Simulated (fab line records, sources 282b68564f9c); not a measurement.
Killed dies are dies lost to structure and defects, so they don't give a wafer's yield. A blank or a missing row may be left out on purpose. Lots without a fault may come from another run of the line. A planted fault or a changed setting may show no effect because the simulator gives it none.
A struck lot beside a sound one | flow rit_cmos | 17 steps out of a route of 202
Sound: wafers L348.2, L348.4, L348.5. Struck: wafers L361.1, L361.3, L361.6. The cause comes at the end.
At each step with rows: each side's tool, then ch and its chambers, then its first start. Under that, the readings that differ: sound wafers | struck wafers | difference of the means | sigmas: that difference in standard deviations of wafers without a fault.
alike: readings whose means differ by less than 2 such deviations, and words and numbers that are the same on both sides. not compared: withheld readings, readings that some wafer has no value for, bounds like >300 that may hide the same value, and numbers for which the record gives no deviation and whose values overlap.
The two part at a step that has a row with sigmas, a row that says differs or no value, or rows on one side only. Numbers that don't overlap but have no deviation are shown without sigmas and don't part them. A reading that every wafer of one side lacks parts them only if that side has two wafers or more.

first, 1 step without rows for these wafers: RIT_PRETRO_DEVELOP_05 (develop time 68 s).
RIT_PRETRO_OVL_MEAS_06:
  sound on overlay-01, day 2 22:22; struck on overlay-02, day 5 16:39
  alike: PRETRO_OVL
then, 2 steps without rows for these wafers: RIT_PRETRO_HARDBAKE_07 (time 120 s); RIT_PRETRO_IMPLANT_08.
RIT_PRETRO_STRIP_09: strips in O2, time 180 s.
  sound on plasma_asher-04 ch 0,1, day 2 22:48; struck on plasma_asher-02 ch 0,1, day 5 17:05
  alike: chamber_pressure_mTorr, drypump_motor_current_A
  not compared: rf_hours_counter_h
RIT_PRETRO_TW_MEAS_10:
  sound on film_metro-04, day 2 22:59; struck on film_metro-04, day 5 17:16
  alike: PRETRO_TW
then, 5 steps without rows for these wafers: RIT_GATE_WET_ETCH_00 (etches SiO2 in BOE, target depth 56 nm, time 60 s); RIT_GATE_CLEAN_01 (cleans in SC1, time 600 s); RIT_GATE_CLEAN_02 (cleans in dHF, time 30 s); RIT_GATE_CLEAN_03 (cleans in SC2, time 600 s); RIT_GATE_CLEAN_04 (cleans in dHF, time 60 s).
RIT_FOX2_THK_MEAS_91:
  sound on film_metro-02, day 2 23:28; struck on film_metro-03, day 5 17:44
  alike: FIELD_OXIDE_LEFT_2_THK
RIT_GATE_OXIDATION_05: target thk 3 nm, ox time 270 s.
  sound on furnace-01 ch 0, day 2 23:31; struck on furnace-04 ch 0, day 5 17:47
  reading                                     | sound             | struck            | difference | sigmas
  model.SiO2_of_GATE_OXIDATION_05.thk_nm (nm) | 2.894 2.923 2.924 | 4.103 4.079 4.088 | +1.176     |
  alike: tube_center_temp_C
then, 1 step without rows for these wafers: RIT_GATE_ANNEAL_06 (time 600 s).
RIT_GATE_THK_MEAS_07:
  sound on film_metro-04, day 3 01:12; struck on film_metro-03, day 5 19:29
  reading             | sound          | struck         | difference | sigmas
  GATE_OXIDE_THK (nm) | 2.88 2.92 2.94 | 4.08 4.11 4.11 | +1.19      | +16
then, 1 step without rows for these wafers: RIT_GATE_CVD_08 (deposits poly-Si from SiH4, target thk 250 nm, time 2220 s).
RIT_M1_PROBE_99:
  sound on prober-02, day 4 04:16; struck on prober-01, day 6 19:20
  reading                             | sound             | struck            | difference | sigmas
  model.etest.pmos_0p3.r_on_ohm_um    | 5944 5953 6107    | 8199 8216 8112    | +2174      |
  model.etest.pmos_turned.r_on_ohm_um | 3233 3146 3214    | 4164 4196 4093    | +953       |
  model.etest.pmos_0p15.r_on_ohm_um   | 2607 2545 2634    | 3308 3339 3265    | +709       |
  model.etest.nmos_0p3.r_on_ohm_um    | 2080 2108 2126    | 2700 2705 2660    | +584       |
  model.etest.nmos_0p15.r_on_ohm_um   | 1096 1104 1145    | 1264 1288 1243    | +150       |
  model.etest.nmos_0p15.drive_ua_um   | 481.9 502.3 479.5 | 353.2 359 360.7   | -130.3     |
  model.etest.nmos_narrow.drive_ua_um | 233 238.2 233     | 145.3 147 144.8   | -89.0      |
  model.etest.nmos_0p3.drive_ua_um    | 236.9 236.1 235   | 148.7 148.4 147.3 | -87.9      |
  alike: killed_at_front_end, killed_dies, killed_on_rim, killed_open, killed_short

WHERE THEY PART
Only at RIT_GATE_THK_MEAS_07, within this record. Later steps at which nothing parts them and some readings are alike: RIT_M1_PROBE_99.

WHY: what the simulator had put in
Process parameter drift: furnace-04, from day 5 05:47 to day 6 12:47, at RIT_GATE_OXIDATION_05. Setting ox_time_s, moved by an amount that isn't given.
